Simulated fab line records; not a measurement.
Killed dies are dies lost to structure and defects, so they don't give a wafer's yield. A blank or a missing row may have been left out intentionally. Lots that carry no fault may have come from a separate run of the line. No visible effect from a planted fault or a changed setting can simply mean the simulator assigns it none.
Problem report, 8D (eight disciplines) form, completed by code | flow berkeley-cmos170 | the parts of the form that need people (team, actions taken, sign-off) are left out

== 1. WHAT IS WRONG ==
Mean of oes-product-au at UCB170_M1_ETCH_11: 0.831 a.u. across 2 wafers in 2 lots; on wafers with no fault it is 1.010 a.u. (standard deviation 0.02). That puts it -9.0 standard deviations away from the usual mean.
The step: etches BARC in N2/H2.
First seen on wafer L806.5, day 11 23:08, on rie-diel-03. The record has a number at this step for 42 wafers belonging to 14 lots. The rule behind "out" and "out of limits": a value lying over 4 standard deviations away from the usual mean. Any other wafer with a number is counted as sound.

== 2. WHAT IT IS AND WHAT IT IS NOT ==
question                    | is                | is not
which readings at this step | oes-product-au    | throttle-valve-pct
which lots                  | L806, L807        | L786, L787, L788, L789, L790, L791, L792, L794, L795, L799, L803, L809
which wafers of those lots  | L806.5, L807.3    | L806.3, L806.4, L807.4, L807.5
read on which tools         | rie-diel-03       | rie-diel-01, rie-diel-04
when                        | from day 11 23:08 | up to then (38 sound wafers); but 2 sound wafers of L807 came after

== 3. THE SUSPECTS, EACH WITH WHAT RULES IT OUT ==
Counting: any tool at a process step up to the reading remains a suspect provided it ran every lot that is out. Sound lots after the first of them don't rule it out here, since some wafers of a struck lot are sound.
- rtp-anneal-01 at UCB170_SDANNEAL_RTA_00 (time 10 s): kept. Every lot that is out went through it, the first being L806 (day 11 15:04); the last sound lot it ran before that was L794 (day 8 15:08).
- rie-diel-03 at UCB170_M1_ETCH_11 (etches BARC in N2/H2): kept. Every lot that is out went through it, the first being L806 (day 11 23:08); the last sound lot it ran before that was L803 (day 10 16:22). Its own readings are out on those wafers: oes-product-au.
- rie-diel-03, UCB170_M1_ETCH_11: wafers that are out in chamber 1, sound lot-mates in chambers 0, 2.
The count leaves rie-diel-03 at UCB170_M1_ETCH_11 and rtp-anneal-01 at UCB170_SDANNEAL_RTA_00.

== 4. THE CAUSE (what the simulator had put in) ==
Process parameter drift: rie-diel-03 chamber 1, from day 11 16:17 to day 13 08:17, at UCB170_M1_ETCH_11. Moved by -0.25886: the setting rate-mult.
2 suspects survive the count, and this tool is in that group.

== 5. THE CHAIN OF EFFECTS, in route order ==
Rows list readings where the struck wafers' mean (over those with a number) sits beyond 3 standard deviations from the usual. Only readings whose record carries a usual standard deviation are examined. hours: median over the lots of the time between each lot's start at the first step of this table that gives one and its start at this step. sigmas: the change, counted in usual standard deviations.
hours | step              | reading        | usual      | on struck wafers | change | sigmas
0     | UCB170_M1_ETCH_11 | oes-product-au | 1.010 a.u. | 0.831            | -0.179 | -9.0
Process steps it contains:
- UCB170_M1_ETCH_11: etches BARC in N2/H2.

== 6. HOW IT WOULD HAVE BEEN CAUGHT EARLIER ==
First out-of-limits reading in this record: day 11 23:08, which is 7 hours after fault onset at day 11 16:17.
